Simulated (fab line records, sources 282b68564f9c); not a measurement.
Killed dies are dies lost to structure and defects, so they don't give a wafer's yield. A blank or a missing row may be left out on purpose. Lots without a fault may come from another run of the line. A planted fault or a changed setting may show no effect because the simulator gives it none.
Which tool did it? | flow rit_cmos | 15 lots, 45 wafers sampled, at 2 steps of a route of 202

WHAT THE GAUGES READ, wafer by wafer
The record holds no reading of a measuring or inspecting step that can be judged against a usual standard deviation.

WHICH TOOL RAN EACH LOT (tool, then ch and the chambers of the sampled wafers, then the start)
lot  | RIT_SDANNEAL_CLEAN_00          | RIT_M1_PROBE_99
L971 | wet_bench-02 ch 3, day 3 05:56 | prober-01, day 3 13:43
L977 | wet_bench-02 ch 0, day 4 14:56 | prober-02, day 5 00:07
L978 | wet_bench-01 ch 2, day 4 18:16 | prober-01, day 5 02:15
L981 | wet_bench-02 ch 1, day 5 10:26 | prober-01, day 5 19:14
L982 | wet_bench-02 ch 3, day 5 14:44 | prober-01, day 5 22:52
L983 | wet_bench-03 ch 3, day 5 17:41 | prober-02, day 6 02:04
L984 | wet_bench-03 ch 2, day 6 00:04 | prober-01, day 6 08:03
L986 | wet_bench-02 ch 0, day 6 08:42 | prober-01, day 6 16:38
L987 | wet_bench-01 ch 2, day 6 14:25 | prober-02, day 6 22:18
L988 | wet_bench-02 ch 1, day 6 20:41 | prober-01, day 7 04:38
L989 | wet_bench-03 ch 0, day 7 01:32 | prober-02, day 7 09:21
L990 | wet_bench-03 ch 1, day 7 07:21 | prober-01, day 7 17:46
L992 | wet_bench-02 ch 0, day 7 22:18 | prober-02, day 8 06:17
L993 | wet_bench-01 ch 2, day 8 02:15 | prober-01, day 8 10:20
L994 | wet_bench-01 ch 0, day 8 05:50 | prober-02, day 8 14:13
- RIT_SDANNEAL_CLEAN_00: cleans in SC1, time 600 s.
- RIT_M1_PROBE_99

WHAT THE TOOLS THEMSELVES READ (means of the sampled wafers that have a number; where no wafer has one, the mark that the record gives instead)
RIT_SDANNEAL_CLEAN_00.
lot  | tool         | bath_guard_temp_C (C) | bath_heat_duty_pct (%)
L971 | wet_bench-02 | 74.7                  | 16.0
L977 | wet_bench-02 | 75.7                  | 17.5
L978 | wet_bench-01 | 74.8                  | 15.0
L981 | wet_bench-02 | 75.3                  | 15.3
L982 | wet_bench-02 | -                     | -
L983 | wet_bench-03 | -                     | -
L984 | wet_bench-03 | -                     | -
L986 | wet_bench-02 | 75.8                  | 17.4
L987 | wet_bench-01 | 74.7                  | 14.7
L988 | wet_bench-02 | 75.4                  | 15.5
L989 | wet_bench-03 | 75.5                  | 16.5
L990 | wet_bench-03 | 75.2                  | 17.5
L992 | wet_bench-02 | 75.6                  | 17.1
L993 | wet_bench-01 | 74.7                  | 14.6
L994 | wet_bench-01 | 74.5                  | 16.2

RIT_M1_PROBE_99.
lot  | tool      | killed_at_M0_to_M3 | killed_at_contacts | killed_at_front_end | killed_dies | killed_on_rim | killed_open | killed_short
L971 | prober-01 | 0.0                | 0.0                | 8                   | 8           | 2.0           | 3.3         | 4.3
L977 | prober-02 | 0.0                | 0.0                | 5                   | 5           | 1.3           | 3.0         | 1.7
L978 | prober-01 | 0.0                | 0.0                | 6                   | 6           | 1.0           | 3.3         | 2.7
L981 | prober-01 | 0.0                | 0.0                | 6                   | 6           | 0.7           | 3.7         | 2.7
L982 | prober-01 | 0.0                | 0.0                | 8                   | 8           | 2.7           | 3.3         | 4.3
L983 | prober-02 | 0.0                | 0.0                | 9                   | 9           | 1.7           | 4.3         | 4.7
L984 | prober-01 | 0.0                | 0.0                | 6                   | 6           | 2.0           | 3.3         | 2.7
L986 | prober-01 | 0.0                | 0.0                | 6                   | 6           | 2.0           | 4.3         | 1.7
L987 | prober-02 | 0.0                | 0.3                | 6                   | 6           | 1.7           | 2.7         | 3.3
L988 | prober-01 | 0.0                | 0.0                | 8                   | 8           | 1.0           | 2.7         | 5.7
L989 | prober-02 | 0.0                | 0.0                | 4                   | 4           | 1.3           | 2.3         | 1.7
L990 | prober-01 | 0.0                | 0.0                | 5                   | 5           | 2.0           | 3.0         | 1.7
L992 | prober-02 | 0.0                | 0.0                | 8                   | 8           | 2.0           | 3.0         | 4.7
L993 | prober-01 | 0.0                | 0.0                | 7                   | 7           | 2.3           | 2.7         | 4.0
L994 | prober-02 | 0.3                | 0.3                | 7                   | 7           | 3.3           | 3.0         | 3.7

THE ANSWER, worked out from the rows above alone
Rule: what is usual is taken from the lots themselves. Put in order of their means at a reading, lots are off if they are a third of the lots or fewer, leave a main group of 4 or more, and stand apart from it by a gap of 3 or more times the standard deviation of the main group's means; of several such gaps the widest counts. A main group whose means are all the same, to the digits that the tables above print for the reading, isn't used. A lot without any number at a reading at which 4 lots or more have one is off too. The other lots that the step has rows for count as sound. The gauges are gone through in route order, then the tools' own readings, and for those a lot's mean is taken as printed above. The first step at which some lot is off is used, and at that step the reading that is off furthest; a lot without a number counts as furthest.
Off: L982, L983, L984, at RIT_SDANNEAL_CLEAN_00 (bath_guard_temp_C). Without a number there: L982, L983, L984. The main group: mean 75.2 C, standard deviation 0.44.
A tool fits if, at that step or a process step before it, it ran every lot that is off, and no sound lot after the first of them. None of those tried fits.

WHAT THE SIMULATOR HAD PUT IN
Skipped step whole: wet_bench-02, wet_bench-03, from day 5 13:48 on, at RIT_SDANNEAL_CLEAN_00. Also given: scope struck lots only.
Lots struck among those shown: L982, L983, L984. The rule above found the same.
